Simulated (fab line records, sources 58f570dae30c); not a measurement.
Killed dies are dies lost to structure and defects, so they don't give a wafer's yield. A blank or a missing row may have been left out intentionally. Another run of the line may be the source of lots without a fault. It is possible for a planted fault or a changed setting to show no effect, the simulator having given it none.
Which tool was responsible? | flow berkeley-cmos170 | route of 331 steps, sampled at 1 step: 6 lots, 18 wafers

## WHAT THE GAUGES SHOWED, per wafer
UCB170_NVT_OVL_MEAS_06.
lot  | measured    | on         | NVT_OVL (nm)
L606 | day 5 13:15 | overlay-01 | 0 12 -2
L610 | day 6 12:47 | overlay-01 | 8 14 2
L611 | day 6 22:20 | overlay-01 | 0 7 -1
L614 | day 7 21:55 | overlay-01 | 5 5 8
L616 | day 8 02:04 | overlay-02 | -1 0 -2
L619 | day 9 02:34 | overlay-02 | 4 0 -7

## TOOL THAT RAN EACH LOT (tool first, then ch and the chambers of the sampled wafers, then the start)
Record: no process step prior to these readings.

## THE ANSWER, worked out from the rows above alone
Rule: the usual values come from the lots themselves. Put in order of their means at a reading, lots are off if they are a third of the lots or fewer, leave a main group of 4 or more, and stand apart from it by a gap of 3 or more times the standard deviation of the main group's means; of several such gaps the widest counts. A main group is skipped when, at the precision printed for the reading in the tables above, its means are all equal. A lot without any number at a reading at which 4 lots or more have one is off too. The other lots that the step has rows for count as sound.
Across all readings shown, no lot is off: no conclusion can be drawn from this.

## WHAT THE SIMULATOR HAD INSERTED
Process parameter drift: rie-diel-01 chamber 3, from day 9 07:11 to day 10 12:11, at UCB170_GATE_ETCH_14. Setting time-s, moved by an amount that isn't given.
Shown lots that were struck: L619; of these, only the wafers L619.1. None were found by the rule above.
